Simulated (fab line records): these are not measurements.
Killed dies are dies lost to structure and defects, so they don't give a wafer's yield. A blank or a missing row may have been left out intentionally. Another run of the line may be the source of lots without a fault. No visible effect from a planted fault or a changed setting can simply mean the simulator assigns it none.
Problem report in the 8D (eight disciplines) form, filled by code | flow rit-cmos | the parts of the form that need people (team, actions taken, sign-off) are left out

1. WHAT IS WRONG
Wafers free of any fault read 1052 (standard deviation 6.7) for NRETRO_TW at RIT_NRETRO_TW_MEAS_10, against a mean of 1180 on 9 wafers of 3 lots. That puts it +19 standard deviations away from the usual mean.
Earliest sighting: wafer L876.3 on film-metro-03 at day 5 05:30. At this step, 45 wafers from 15 lots have a number in the record. By rule, "out" or "out of limits" means more than 4 standard deviations away from the usual mean. All remaining wafers that have a number are taken as sound.

2. WHAT IT IS, AND WHAT IT ISN'T
question                    | is                           | is not
which readings at this step | NRETRO_TW                    | -
which lots                  | L876, L879, L885             | L862, L864, L865, L866, L868, L869, L871, L872, L873, L874, L878, L883
which wafers of those lots  | all that have a number       | -
read on which gauges        | film-metro-01, film-metro-03 | film-metro-02
when                        | from day 5 05:30             | up to then (30 sound wafers); but 6 sound wafers of L878, L883 came after

3. SUSPECTS, AND WHAT RULES EACH OUT
Counting: a tool stays on the suspect list if, at a process step up to the reading, it processed all lots that are out and no sound lot following the first of them.
- ruled out: the gauge at RIT_NRETRO_TW_MEAS_10. 2 gauges (film-metro-01, film-metro-03) read the wafers that are out.
- implanter-04 at RIT_NRETRO_IMPLANT_08: kept. All lots that are out passed through it, beginning with L876 at day 5 05:12, and no sound lot followed; its final sound lot before that point was L874 at day 4 19:10. Out on those wafers are its own readings of beam-on-s, faraday-current-uA.
The count leaves implanter-04 at RIT_NRETRO_IMPLANT_08.

4. THE CAUSE (what the simulator had put in)
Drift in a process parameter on implanter-04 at RIT_NRETRO_IMPLANT_08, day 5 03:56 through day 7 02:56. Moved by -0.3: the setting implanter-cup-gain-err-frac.
Counting left only this tool.

5. SEQUENCE OF EFFECTS, ordered by route
Each row: a reading where the mean over the struck wafers with a number is more than 3 standard deviations away from the usual. Readings are gone through only where the record gives a usual standard deviation; hours: the median, over the lots, of the time from a lot's start at the first step in this table giving one to that lot's start at this step; sigmas: the change measured in usual standard deviations.
hours | step                  | reading            | usual   | on struck wafers | change | sigmas
0     | RIT_NRETRO_IMPLANT_08 | beam-on-s          | 10.02 s | 14.38            | +4.36  | +22
0     | RIT_NRETRO_IMPLANT_08 | faraday-current-uA | 31.7    | 22.1             | -9.6   | -15
0     | RIT_NRETRO_TW_MEAS_10 | NRETRO_TW          | 1052    | 1180             | +128   | +19
The process steps in it:
- RIT_NRETRO_IMPLANT_08
At these later measuring or inspecting steps, every struck wafer for which the step has a row has a number for every such reading, and none has moved that far: RIT_FOX2_THK_MEAS_91.

6. WHAT WOULD HAVE CAUGHT IT SOONER
In this record the first reading out of limits at a measuring or inspecting step was taken at day 5 05:30, 2 hours after the fault began at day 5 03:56.
The tool's own readings at RIT_NRETRO_IMPLANT_08 were out on every struck wafer that the step has a row for (beam-on-s, faraday-current-uA): an alarm limit on them would have fired on the first of those.
Lots out: 3; of these, L879, L885 started RIT_NRETRO_IMPLANT_08 on implanter-04 after day 5 05:30. A hold on the tool at that time would have spared those 2.
